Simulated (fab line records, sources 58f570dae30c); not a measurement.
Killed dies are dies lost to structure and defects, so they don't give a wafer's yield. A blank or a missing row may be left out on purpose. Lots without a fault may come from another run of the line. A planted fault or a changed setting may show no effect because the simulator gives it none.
Which tool did it? | flow berkeley_cmos170 | 7 lots, 21 wafers sampled, at 2 steps of a route of 331

WHAT THE GAUGES READ, wafer by wafer
UCB170_PSD_TW_MEAS_10.
lot  | measured     | on            | PSD_TW
L914 | day 7 15:27  | film_metro-01 | 2345 2331 2344
L917 | day 7 15:58  | film_metro-01 | 2346 2361 2350
L919 | day 8 04:07  | film_metro-03 | 2363 2346 2365
L920 | day 8 22:48  | film_metro-04 | 2342 2337 2335
L927 | day 9 19:14  | film_metro-04 | 2329 2326 2320
L934 | day 10 19:55 | film_metro-04 | 2342 2330 2319

WHICH TOOL RAN EACH LOT (tool, then ch and the chambers of the sampled wafers, then the start)
lot  | UCB170_FIELD_OXIDATION_01
L914 | furnace-03 ch 0, day 5 13:28
L917 | furnace-04 ch 0, day 5 17:58
L919 | furnace-03 ch 0, day 6 05:26
L920 | furnace-01 ch 0, day 6 18:56
L925 | furnace-01, day 7 09:16
L927 | furnace-04 ch 0, day 7 12:52
L934 | furnace-04 ch 0, day 8 21:22
- UCB170_FIELD_OXIDATION_01: target thk 558.3 nm, ox time 7200 s.

THE ANSWER, worked out from the rows above alone
Rule: what is usual is taken from the lots themselves. Put in order of their means at a reading, lots are off if they are a third of the lots or fewer, leave a main group of 4 or more, and stand apart from it by a gap of 3 or more times the standard deviation of the main group's means; of several such gaps the widest counts. A main group whose means are all the same, to the digits that the tables above print for the reading, isn't used. A lot without any number at a reading at which 4 lots or more have one is off too. The other lots that the step has rows for count as sound.
No lot is off at any reading shown: from this, nothing can be told.

WHAT THE SIMULATOR HAD PUT IN
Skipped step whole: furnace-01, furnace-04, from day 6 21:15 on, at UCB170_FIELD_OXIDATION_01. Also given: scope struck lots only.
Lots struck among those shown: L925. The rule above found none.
